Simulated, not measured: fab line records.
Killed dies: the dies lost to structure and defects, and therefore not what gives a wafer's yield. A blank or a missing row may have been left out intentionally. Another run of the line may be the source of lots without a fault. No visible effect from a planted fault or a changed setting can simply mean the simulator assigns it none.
What tool caused it? ; flow berkeley-cmos170 ; 7 lots, 21 wafers sampled, at 4 steps of a route of 331

## WHAT THE GAUGES SHOWED, per wafer
UCB170_SDANNEAL_RS_MEAS_04: measurement is done with a four-point probe.
lot;measured;on;PLDD_RS (ohm/sq)
L839;day 8 16:11;film-metro-02;1030.2 1034.0 1033.3
L844;day 9 13:38;film-metro-02;1029.5 1028.9 1030.7
L843;day 9 13:02;film-metro-02;1033.5 1033.7 1036.0
L848;day 10 09:21;film-metro-03;1031.3 1029.1 1028.3
L851;day 11 00:28;film-metro-02;1082.7 1085.3 1080.5
L854;day 11 16:19;film-metro-03;1087.0 1084.9 1084.8
L857;day 12 05:10;film-metro-03;1027.3 1029.1 1028.6

## WHAT TOOL EACH LOT RAN ON (gives the tool, then ch and the chambers of the sampled wafers, and finally the start)
lot;UCB170_PWELL_ETCH_14;UCB170_GATE_STRIP_16;UCB170_PLDD_IMPLANT_09
L839;rie-diel-03 ch 0,1, day 3 21:55;plasma-asher-02 ch 0,1, day 8 01:55;implanter-01 ch 0, day 8 03:43
L844;rie-diel-03 ch 2,3, day 4 17:37;plasma-asher-02 ch 0,1, day 8 19:53;implanter-03 ch 0, day 8 22:58
L843;rie-diel-01 ch 1,3, day 4 22:23;plasma-asher-02 ch 0,1, day 8 19:04;implanter-03 ch 0, day 8 22:23
L848;rie-diel-04 ch 0,2, day 5 19:17;plasma-asher-03 ch 0,1, day 9 15:19;implanter-01 ch 0, day 9 17:06
L851;rie-diel-01 ch 0,2,3, day 6 10:31;plasma-asher-02 ch 0,1, day 10 03:25;implanter-03 ch 0, day 10 06:13
L854;rie-diel-01 ch 0,1, day 7 01:08;plasma-asher-02 ch 0,1, day 11 00:05;implanter-03 ch 0, day 11 02:12
L857;rie-diel-04 ch 0,1, day 7 21:04;plasma-asher-02 ch 0,1, day 11 15:39;implanter-04 ch 0, day 11 17:46
- UCB170_PWELL_ETCH_14: etches Si3N4 in CH3F/Ar/O2, stops on SiO2, target depth 242 nm, time 151 s.
- UCB170_GATE_STRIP_16: strips in O2.
- UCB170_PLDD_IMPLANT_09

## THE ANSWER, worked out from the rows above alone
Rule: usual is defined by the lots themselves. Put in order of their means at a reading, lots are off if they are a third of the lots or fewer, leave a main group of 4 or more, and stand apart from it by a gap of 3 or more times the standard deviation of the main group's means; of several such gaps the widest counts. The tables above print the reading to a certain number of digits; a main group whose means all agree to those digits is not used. Also off: a lot with no number at a reading for which 4 or more lots have one. All remaining lots with rows at the step are treated as sound.
Off: at UCB170_SDANNEAL_RS_MEAS_04 (PLDD_RS), L851, L854. Main group: mean 1030.9 ohm/sq, sd 2.2.
If a tool, at a process step before that reading, ran all the lots that are off and no sound lot after the first of them, it fits. The gauges at UCB170_SDANNEAL_RS_MEAS_04 are tried like those tools. Undecided on this evidence; 2 tools fit (rie-diel-01 at UCB170_PWELL_ETCH_14, implanter-03 at UCB170_PLDD_IMPLANT_09).

## WHAT THE SIMULATOR PUT IN
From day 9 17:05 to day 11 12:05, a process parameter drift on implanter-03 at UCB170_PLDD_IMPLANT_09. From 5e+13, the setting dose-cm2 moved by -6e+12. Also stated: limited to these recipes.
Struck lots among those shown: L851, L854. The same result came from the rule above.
